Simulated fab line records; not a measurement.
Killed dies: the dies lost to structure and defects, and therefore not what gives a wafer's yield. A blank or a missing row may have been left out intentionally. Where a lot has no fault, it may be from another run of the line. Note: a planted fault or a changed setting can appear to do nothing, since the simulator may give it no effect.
fab line records ; flow berkeley-cmos170
[record] lots = 14; wafers = 42; last-day = 11
route steps=331 shown NWELL@16 PWELL@47 ACTIVE@65 GATE@142
lots that met no fault: from a run of the same line without faults
start-h: start of the lot's first displayed wafer, in hours after the record's first day ; wait-h: time in hours since the lot's previous step ; " identical to the entry in the row above ; L1.1+2: a single row standing in for several wafers ; - either no value or no given start ; * or withheld: withheld ; < > ~ a bound
route shown NAME@n: names a module that has steps shown in the file, with the first one's number in the route ; usual: mean/standard deviation of fault-free wafers ; same: alike in all rows ; chamber/n: place in a boat ; sites: each site's reading ; _std_site: standard deviation across them ; _edge_site: outer sites' mean less inner sites' ; radius-mm: for every site, how far away it sits from the centre of the wafer ; mask NAME#n: copy n ; behind: the tool/chamber that last shaped the wafer ; hold: why the lot went on hold/how many hours it stayed there/how the hold came to an end ; device: the n, p or np transistor that did not switch ; end of line: at the end of the route, the tests of the same wafers ; a step without rows: its recipe alone ; killed: not the wafer's yield, but the dies lost to structure and defects at the first sort ; map: shows each die of a wafer: x if killed, . if not, _ if none is there
set.NAME: the run value of the setting; set.NAME@STEP: its run value at that earlier step ; model.NAME: the simulator's own value behind a step, which no gauge read
route steps across a sampled set of lots; one table per step, one row per wafer
services: from which hour (start-h, from the record's first day; less than 0 if before it) a tool's chamber was out of use, for how many hours, and why
[[steps]]
[step UCB170_NWELL_THK_MEAS_02]
[recipe] reads = SiO2_of_NWELL_OXIDATION_01
[usual] NWELL_OXIDE_THK = 26.1/0.52
lot.wafer;tool;chamber;start-h;wait-h;NWELL_OXIDE_THK[nm]
L147.3;film-metro-01;-;28.08;0.0;27.3
L147.5;film-metro-01;-;28.08;0.0;27.3
L147.6;film-metro-01;-;28.08;0.0;27.6
L148.1;film-metro-01;-;31.65;0.0;26.2
L148.2;film-metro-01;-;31.65;0.0;26.9
L148.6;film-metro-01;-;31.65;0.0;26.7
L150.1;film-metro-01;-;39.33;0.0;27.1
L150.3;film-metro-01;-;39.33;0.0;27.0
L150.5;film-metro-01;-;39.33;0.0;27.1
L151.1;film-metro-03;-;45.51;0.0;26.2
L151.4;film-metro-03;-;45.51;0.0;26.5
L151.5;film-metro-03;-;45.51;0.0;26.1
L152.2;film-metro-04;-;45.52;0.0;25.7
L152.3;film-metro-04;-;45.52;0.0;26.2
L152.4;film-metro-04;-;45.52;0.0;25.6
L153.2;film-metro-01;-;52.93;0.0;26.6
L153.4;film-metro-01;-;52.93;0.0;26.3
L153.6;film-metro-01;-;52.93;0.0;26.7
L154.2;film-metro-01;-;59.84;0.0;25.9
L154.3;film-metro-01;-;59.84;0.0;25.7
L154.5;film-metro-01;-;59.84;0.0;25.9
L156.1;film-metro-01;-;67.96;0.0;25.7
L156.2;film-metro-01;-;67.96;0.0;25.9
L156.5;film-metro-01;-;67.96;0.0;25.8
L164.1;film-metro-03;-;112.83;0.0;25.4
L164.2;film-metro-03;-;112.83;0.0;25.2
L164.4;film-metro-03;-;112.83;0.0;25.5
L166.1;film-metro-01;-;121.73;0.0;25.7
L166.5;film-metro-01;-;121.73;0.0;26.2
L166.6;film-metro-01;-;121.73;0.0;26.3
L167.1;film-metro-04;-;121.73;0.0;26.3
L167.4;film-metro-04;-;121.73;0.0;26.2
L167.6;film-metro-04;-;121.73;0.0;26.1
L165.4;film-metro-03;-;121.76;0.0;26.6
L165.5;film-metro-03;-;121.76;0.0;26.2
L165.6;film-metro-03;-;121.76;0.0;25.9
L169.1;film-metro-01;-;133.00;0.0;27.0
L169.3;film-metro-01;-;133.00;0.0;26.0
L169.4;film-metro-01;-;133.00;0.0;26.4
L168.3;film-metro-03;-;133.02;0.0;25.7
L168.4;film-metro-03;-;133.02;0.0;25.6
L168.5;film-metro-03;-;133.02;0.0;25.9
[step UCB170_PWELL_OVL_MEAS_13]
[usual] PWELL_OVL = 5/5.7
lot.wafer;tool;chamber;start-h;wait-h;PWELL_OVL[nm]
L147.3;overlay-02;-;50.77;-;15
L147.5;overlay-02;-;50.77;-;14
L147.6;overlay-02;-;50.77;-;9
L148.1;overlay-02;-;58.47;-;1
L148.2;overlay-02;-;58.47;-;5
L148.6;overlay-02;-;58.47;-;2
L150.1;overlay-01;-;62.50;-;5
L150.3;overlay-01;-;62.50;-;11
L150.5;overlay-01;-;62.50;-;11
L151.1;overlay-01;-;69.28;-;-8
L151.4;overlay-01;-;69.28;-;-3
L151.5;overlay-01;-;69.28;-;-10
L152.2;overlay-01;-;69.53;-;2
L152.3;overlay-01;-;69.53;-;-3
L152.4;overlay-01;-;69.53;-;6
L153.2;overlay-02;-;76.96;-;8
L153.4;overlay-02;-;76.96;-;17
L153.6;overlay-02;-;76.96;-;2
L154.2;overlay-01;-;81.65;-;4
L154.3;overlay-01;-;81.65;-;0
L154.5;overlay-01;-;81.65;-;10
L156.1;overlay-01;-;91.76;-;-2
L156.2;overlay-01;-;91.76;-;-5
L156.5;overlay-01;-;91.76;-;3
L164.1;overlay-01;-;138.49;-;-1
L164.2;overlay-01;-;138.49;-;0
L164.4;overlay-01;-;138.49;-;-4
L166.1;overlay-01;-;148.30;-;2
L166.5;overlay-01;-;148.30;-;2
L166.6;overlay-01;-;148.30;-;-2
L165.4;overlay-02;-;148.52;-;8
L165.5;overlay-02;-;148.52;-;9
L165.6;overlay-02;-;148.52;-;5
L167.1;overlay-01;-;148.53;-;7
L167.4;overlay-01;-;148.53;-;1
L167.6;overlay-01;-;148.53;-;-3
L168.3;overlay-02;-;158.35;-;-3
L168.4;overlay-02;-;158.35;-;-9
L168.5;overlay-02;-;158.35;-;4
L169.1;overlay-02;-;158.50;-;6
L169.3;overlay-02;-;158.50;-;14
L169.4;overlay-02;-;158.50;-;2
[step UCB170_ACTIVE_CVD_05]
[recipe] material = Si3N4; target-thk-nm = 220; temp-c = 800; precursor = SiH2Cl2/NH3; time-s = 3300; pressure-mtorr = 200; sih2cl2-flow-sccm = 25; nh3-flow-sccm = 75
lot.wafer;tool;chamber;start-h;wait-h
L147.3+5+6;lpcvd-02;0;74.73;0.0
L148.1+2+6;lpcvd-01;1;82.53;1.2
L150.1+3+5;lpcvd-02;0;86.76;0.0
L151.1+4+5;lpcvd-02;0;91.80;0.4
L152.2+3+4;lpcvd-02;1;91.80;0.4
L152.2+3+4;lpcvd-02;1;94.57;0.9
L153.2+4+6;lpcvd-01;1;105.03;0.0
L154.2+3+5;lpcvd-02;0;110.15;0.0
L156.1+2+5;lpcvd-02;1;122.98;0.0
L156.1+2+5;lpcvd-01;1;126.92;2.0
L164.1+2+4;lpcvd-01;0;163.19;1.8
L165.4+5+6;lpcvd-01;0;169.55;0.0
L166.1+5+6;lpcvd-01;1;169.55;0.0
L167.1+4+6;lpcvd-01;1;169.55;0.0
L168.3+4+5;lpcvd-02;1;180.58;0.0
L169.1+3+4;lpcvd-02;1;180.58;0.0
[step UCB170_ACTIVE_THK_MEAS_06]
[recipe] reads = Si3N4_of_ACTIVE_CVD_05
[usual] ACTIVE_NITRIDE_THK = 220.4/2.1
lot.wafer;tool;chamber;start-h;wait-h;ACTIVE_NITRIDE_THK[nm]
L147.3;film-metro-04;-;76.72;0.1;220.1
L147.5;film-metro-04;-;76.72;0.1;219.3
L147.6;film-metro-04;-;76.72;0.1;218.6
L148.1;film-metro-03;-;84.44;0.0;219.0
L148.2;film-metro-03;-;84.44;0.0;219.4
L148.6;film-metro-03;-;84.44;0.0;218.4
L150.1;film-metro-03;-;88.68;0.0;218.7
L150.3;film-metro-03;-;88.68;0.0;216.4
L150.5;film-metro-03;-;88.68;0.0;218.3
L151.1;film-metro-03;-;93.71;0.0;220.4
L151.4;film-metro-03;-;93.71;0.0;221.8
L151.5;film-metro-03;-;93.71;0.0;219.4
L152.2;film-metro-02;-;96.50;0.0;440.3
L152.3;film-metro-02;-;96.50;0.0;439.3
L152.4;film-metro-02;-;96.50;0.0;440.5
L153.2;film-metro-02;-;106.96;0.0;221.3
L153.4;film-metro-02;-;106.96;0.0;221.7
L153.6;film-metro-02;-;106.96;0.0;223.9
L154.2;film-metro-02;-;112.07;0.0;218.2
L154.3;film-metro-02;-;112.07;0.0;219.2
L154.5;film-metro-02;-;112.07;0.0;219.5
L156.1;film-metro-03;-;128.91;0.1;438.9
L156.2;film-metro-03;-;128.91;0.1;434.1
L156.5;film-metro-03;-;128.91;0.1;438.0
L164.1;film-metro-04;-;165.11;0.0;222.3
L164.2;film-metro-04;-;165.11;0.0;222.5
L164.4;film-metro-04;-;165.11;0.0;222.4
L166.1;film-metro-03;-;171.46;0.0;221.4
L166.5;film-metro-03;-;171.46;0.0;223.9
L166.6;film-metro-03;-;171.46;0.0;222.8
L167.1;film-metro-04;-;171.46;0.0;218.3
L167.4;film-metro-04;-;171.46;0.0;218.8
L167.6;film-metro-04;-;171.46;0.0;219.1
L165.4;film-metro-02;-;171.52;0.1;221.4
L165.5;film-metro-02;-;171.52;0.1;220.5
L165.6;film-metro-02;-;171.52;0.1;221.7
L169.1;film-metro-02;-;182.50;0.0;219.5
L169.3;film-metro-02;-;182.50;0.0;219.8
L169.4;film-metro-02;-;182.50;0.0;219.4
L168.3;film-metro-04;-;182.52;0.0;222.1
L168.4;film-metro-04;-;182.52;0.0;222.1
L168.5;film-metro-04;-;182.52;0.0;222.1
[step UCB170_ACTIVE_ETCH_15]
[recipe] chemistry = CH3F/Ar/O2; target = Si3N4; stop-on = SiO2; CH3F_flow_sccm = 20; Ar_flow_sccm = 50; O2_flow_sccm = 7; pressure-mtorr = 50; rf-w = 450; target-depth-a = 2420; over-etch-frac = 0.1; time-s = 151
[usual] drypump-motor-current-A = 5.6/0.45; oes-product-au = 0.940/0.017; throttle-valve-pct = 8.09/0.11
lot.wafer;tool;chamber;start-h;wait-h;drypump-motor-current-A;oes-product-au;rf-hours-counter-h;throttle-valve-pct
L147.3;rie-diel-02;2;77.95;0.0;5.2;0.949;6;8.13
L147.5;rie-diel-02;0;77.95;0.0;5.6;0.928;-;7.98
L147.6;rie-diel-02;1;77.95;0.0;5.6;0.952;-;8.27
L148.1;rie-diel-04;3;86.13;0.0;6.2;0.922;109;7.96
L148.2;rie-diel-04;2;86.13;0.0;5.9;0.955;142;8.17
L148.6;rie-diel-04;2;86.13;0.0;5.9;0.948;-;8.17
L150.1;rie-diel-03;2;90.30;0.0;6.6;0.966;34;8.04
L150.3;rie-diel-03;1;90.30;0.0;5.9;0.928;141;8.03
L150.5;rie-diel-03;2;90.30;0.0;6.6;0.953;-;8.05
L151.1;rie-diel-02;1;95.05;0.0;5.7;0.950;159;8.26
L151.4;rie-diel-02;3;95.05;0.0;5.1;0.949;16;8.03
L151.5;rie-diel-02;0;95.05;0.0;5.6;0.937;-;7.98
L152.2;rie-diel-04;2;98.06;0.0;5.9;1.020;142;8.17
L152.3;rie-diel-04;1;98.06;0.0;5.3;0.985;131;8.32
L152.4;rie-diel-04;3;98.06;0.0;6.2;0.983;109;7.98
L153.2;rie-diel-04;2;108.00;0.0;5.9;0.958;143;8.17
L153.4;rie-diel-04;0;108.00;0.0;5.1;0.914;-;8.06
L153.6;rie-diel-04;3;108.00;0.0;6.2;0.927;-;7.96
L154.2;rie-diel-02;3;113.53;0.0;5.1;0.937;17;8.02
L154.3;rie-diel-02;1;113.53;0.0;5.6;0.949;159;8.27
L154.5;rie-diel-02;3;113.53;0.0;5.1;0.943;-;8.02
L156.1;rie-diel-02;2;130.22;0.0;5.2;0.996;8;8.14
L156.2;rie-diel-02;3;130.22;0.0;5.1;1.009;18;8.02
L156.5;rie-diel-02;0;130.22;0.0;5.6;0.983;-;7.97
L164.1;rie-diel-04;1;166.97;0.0;5.3;0.942;134;8.33
L164.2;rie-diel-04;0;166.97;0.0;5.0;0.911;12;8.07
L164.4;rie-diel-04;0;166.97;0.0;5.1;0.917;-;8.06
L166.1;rie-diel-03;2;173.18;0.0;6.6;0.964;37;8.04
L166.5;rie-diel-03;0;173.18;0.0;5.3;0.977;-;8.05
L166.6;rie-diel-03;3;173.18;0.0;6.0;0.948;-;8.00
L167.1;rie-diel-02;0;173.20;0.0;5.6;0.932;21;7.98
L167.4;rie-diel-02;3;173.20;0.0;5.0;0.948;21;8.03
L167.6;rie-diel-02;3;173.20;0.0;5.1;0.947;-;8.02
L165.4;rie-diel-04;2;173.35;0.1;5.9;0.954;-;8.18
L165.5;rie-diel-04;0;173.35;0.1;5.1;0.916;-;8.06
L165.6;rie-diel-04;1;173.35;0.1;5.3;0.940;-;8.34
L168.3;rie-diel-02;2;184.36;0.0;5.3;0.951;11;8.13
L168.4;rie-diel-02;1;184.36;0.0;5.6;0.951;1;8.26
L168.5;rie-diel-02;2;184.36;0.0;5.2;0.939;-;8.14
L169.1;rie-diel-04;0;184.61;0.0;5.1;0.904;13;8.06
L169.3;rie-diel-04;2;184.61;0.0;5.9;0.958;146;8.17
L169.4;rie-diel-04;3;184.61;0.0;6.2;0.914;113;7.96
[step UCB170_GATE_STRIP_16]
[recipe] chemistry = O2; power-w = 400; pressure-mtorr = 3500; platen-temp-c = withheld; o2-flow-sccm = 400; overash-fraction = 0.5
[usual] drypump-motor-current-A = 5.74/0.23; oes-product-au = 0.724/0.0046
lot.wafer;tool;chamber;start-h;wait-h;drypump-motor-current-A;oes-product-au;rf-hours-counter-h
L147.3;plasma-asher-01;1;131.01;0.1;5.44;0.723;-
L147.5;plasma-asher-01;1;131.01;0.1;5.44;0.720;-
L147.6;plasma-asher-01;0;131.01;0.1;5.56;0.729;-
L148.1;plasma-asher-04;1;133.62;0.0;6.11;0.723;34
L148.2;plasma-asher-04;0;133.62;0.0;5.87;0.717;34
L148.6;plasma-asher-04;1;133.62;0.0;6.10;0.722;-
L150.1;plasma-asher-04;1;136.76;0.0;6.09;0.729;34
L150.3;plasma-asher-04;1;136.76;0.0;6.12;0.730;-
L150.5;plasma-asher-04;1;136.76;0.0;6.10;0.725;-
L151.1;plasma-asher-04;1;147.35;0.0;6.09;0.721;36
L151.4;plasma-asher-04;0;147.35;0.0;5.89;0.727;-
L151.5;plasma-asher-04;0;147.35;0.0;5.87;0.727;-
L154.2;plasma-asher-04;1;150.98;0.0;6.08;0.713;36
L154.3;plasma-asher-04;0;150.98;0.0;5.88;0.732;-
L154.5;plasma-asher-04;1;150.98;0.0;6.10;0.729;-
L153.2;plasma-asher-01;0;151.07;0.0;5.59;0.717;45
L153.4;plasma-asher-01;0;151.07;0.0;5.58;0.728;-
L153.6;plasma-asher-01;1;151.07;0.0;5.41;0.723;-
L164.1;plasma-asher-04;1;213.96;0.0;6.07;0.724;42
L164.2;plasma-asher-04;0;213.96;0.0;5.86;0.722;42
L164.4;plasma-asher-04;1;213.96;0.0;6.13;0.723;-
L167.1;plasma-asher-01;0;213.99;0.0;5.58;0.733;53
L167.4;plasma-asher-01;1;213.99;0.0;5.41;0.725;-
L167.6;plasma-asher-01;0;213.99;0.0;5.58;0.718;-
L165.4;plasma-asher-03;1;214.27;0.1;5.67;0.723;-
L165.5;plasma-asher-03;0;214.27;0.1;5.92;0.723;-
L165.6;plasma-asher-03;1;214.27;0.1;5.67;0.728;-
L166.1;plasma-asher-01;1;214.36;0.0;5.44;0.730;53
L166.5;plasma-asher-01;0;214.36;0.0;5.57;0.733;-
L166.6;plasma-asher-01;1;214.36;0.0;5.43;0.724;-
L169.1;plasma-asher-01;0;221.12;0.0;5.56;0.717;54
L169.3;plasma-asher-01;1;221.12;0.0;5.42;0.726;-
L169.4;plasma-asher-01;0;221.12;0.0;5.57;0.722;-
L168.3;plasma-asher-03;1;221.51;0.1;5.64;0.718;-
L168.4;plasma-asher-03;0;221.51;0.1;5.90;0.727;-
L168.5;plasma-asher-03;0;221.51;0.1;5.91;0.723;-
[[services]]
tool;chamber;start-h;hours;kind
plasma-asher-04;-;54.96;2.8;pm
rie-diel-02;2;56.70;7.0;repair
plasma-asher-01;-;94.68;2.2;repair
rie-diel-04;1;104.17;7.6;repair
rie-diel-04;3;106.06;1.6;repair
rie-diel-02;1;125.95;-;clean
rie-diel-02;1;125.95;25.7;scheduled-down
rie-diel-02;1;125.95;25.7;vent-cycle
lpcvd-02;-;128.08;14.6;pm
rie-diel-03;3;135.89;5.6;repair
plasma-asher-03;-;152.96;14.6;pm
plasma-asher-01;-;165.95;0.4;repair
plasma-asher-04;-;166.36;14.6;pm
rie-diel-04;3;166.57;13.6;repair
rie-diel-02;-;166.87;1.2;repair
rie-diel-03;-;189.77;4.3;pm
rie-diel-03;1;194.10;-;clean
rie-diel-03;1;194.10;20.3;scheduled-down
lpcvd-02;-;196.03;2.8;pm
rie-diel-04;2;210.61;-;clean
rie-diel-04;2;210.61;17.3;scheduled-down
rie-diel-04;2;210.61;17.3;vent-cycle
rie-diel-02;0;212.89;5.8;repair
rie-diel-02;1;215.32;5.4;repair
[[key]]
[first-sign] step = UCB170_ACTIVE_CVD_05; reading = visit; direction = added
[effect] step = UCB170_ACTIVE_THK_MEAS_06; reading = ACTIVE_NITRIDE_THK; direction = up; sigmas = 99+; usual = 220.4; struck = 438.5
[effect] step = UCB170_ACTIVE_ETCH_15; reading = oes-product-au; direction = up; sigmas = 3.3; usual = 0.940; struck = 0.996
met-at UCB170_ACTIVE_CVD_05
struck-lots L152,L156
later-rows-left-out L152.2,L152.3,L152.4,L156.1,L156.2,L156.5
sort-left-out L152.2,L152.3,L152.4,L156.1,L156.2,L156.5
tester-left-out L152,L156
not-acting-at UCB170_NWELL_THK_MEAS_02,UCB170_PWELL_OVL_MEAS_13,UCB170_GATE_STRIP_16
[fault] kind = repeated-step-whole; tool = lpcvd-01,lpcvd-02; chamber = -; onset-h = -; steps = UCB170_ACTIVE_CVD_05; times = 1; scope = struck-lots-only
// tester-left-out: of these lots the tester's yield and bins aren't shown, on N5 and GAA mostly nor the transistor test; their killed dies are dies lost to structure and defects alone, not to doping, threshold or leakage, so they don't give the yield
// sort-left-out: the simulated sort isn't trusted on such a fault, so these wafers' sort isn't shown, and their yield isn't known
// later-rows-left-out: the simulator's readings of these wafers behind a module that went badly wrong aren't trusted and aren't shown, but for the sort
